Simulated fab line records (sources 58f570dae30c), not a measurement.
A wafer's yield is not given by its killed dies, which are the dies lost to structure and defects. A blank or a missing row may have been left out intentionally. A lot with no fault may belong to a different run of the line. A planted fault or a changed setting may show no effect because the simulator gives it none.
The same fault as seen by 2 desks / flow berkeley-cmos170 / each desk has only its own numbers; what lay behind them comes last

== THE METROLOGY DESK ==
Means of the sampled wafers that have a number, per lot and without regard to the tool the lot ran on: this is what the gauges read. A lot is out of limits, marked OUT, if its mean lies more than 4 standard deviations from the usual mean; the brackets give that distance.
Columns: A = cd-nm at UCB170_M1_CD_MEAS_90, usual 700.9 nm; B = V1_TEOS_THK at UCB170_V1_THK_MEAS_01, usual 1999 nm
lot=L121; first seen here=day 8 05:10; A=698.8; B=2047
lot=L120; first seen here=day 8 06:34; A=702.0; B=1973
lot=L124; first seen here=day 8 14:00; A=699.0; B=2008
lot=L123; first seen here=day 8 15:05; A=701.6; B=1956
lot=L122; first seen here=day 8 15:20; A=701.2; B=2007
lot=L125; first seen here=day 9 21:37; A=700.4; B=2033
lot=L129; first seen here=day 9 22:26; A=699.0; B=2025
lot=L126; first seen here=day 9 23:26; A=697.1; B=2016
lot=L131; first seen here=day 10 17:36; A=699.6; B=2026
lot=L130; first seen here=day 11 00:15; A=697.9; B=1991
lot=L139; first seen here=day 12 09:59; A=700.9; B=1990
lot=L137; first seen here=day 12 10:57; A=700.1; B=1985
lot=L140; first seen here=day 12 11:13; A=700.6; B=2015
lot=L142; first seen here=day 13 03:04; A=705.4; B=2014
lot=L143; first seen here=day 13 04:15; A=700.2; B=2014
Result from this desk: across the 15 lots, nothing is out of limits.

== AT THE TOOL OWNER'S DESK: litho-track-02 ==
The tool's own readings at UCB170_M1_DEVELOP_08 (develop time 45 s): means of the sampled wafers that have a number, for each lot that ran on this tool. A lot is out of limits, marked OUT, if its mean lies more than 4 standard deviations from the usual mean; the brackets give that distance.
Columns: A = developer-temp-C at UCB170_M1_DEVELOP_08, usual 20.99 C
lot=L121; first seen here=day 8 04:00; A=20.92
lot=L120; first seen here=day 8 05:00; A=21.13
lot=L124; first seen here=day 8 13:00; A=20.87
lot=L123; first seen here=day 8 14:00; A=20.99
lot=L125; first seen here=day 9 21:00; A=21.04
lot=L131; first seen here=day 10 16:00; A=20.87
lot=L130; first seen here=day 10 23:00; A=21.08
lot=L139; first seen here=day 12 09:00; A=18.93 (-19) OUT
lot=L137; first seen here=day 12 10:00; A=18.92 (-19) OUT
lot=L140; first seen here=day 12 10:00; A=18.81 (-20) OUT
This desk's verdict: out of limits on L137, L139, L140, starting with L139 at day 12 09:00 (developer-temp-C at UCB170_M1_DEVELOP_08). In limits: L121, L120, L124, L123, L125, L131, L130.

== TAKEN TOGETHER ==
On L137, L139, L140, at day 12 09:00, an alarm was possible from the tool owner's desk.
Metrology desk: nothing out of limits seen.
The metrology desk has L137, L139, L140 on record, within its limits.
All the named lots went through UCB170_M1_DEVELOP_08 on litho-track-02.

== WHAT THE SIMULATOR PUT IN ==
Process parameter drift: litho-track-02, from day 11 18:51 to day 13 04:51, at UCB170_M1_DEVELOP_08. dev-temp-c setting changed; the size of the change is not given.
Lots struck among those shown: L137, L139, L140.
Delay in hours, fault start to first out-of-limits reading, by desk: the tool owner's desk at 14.
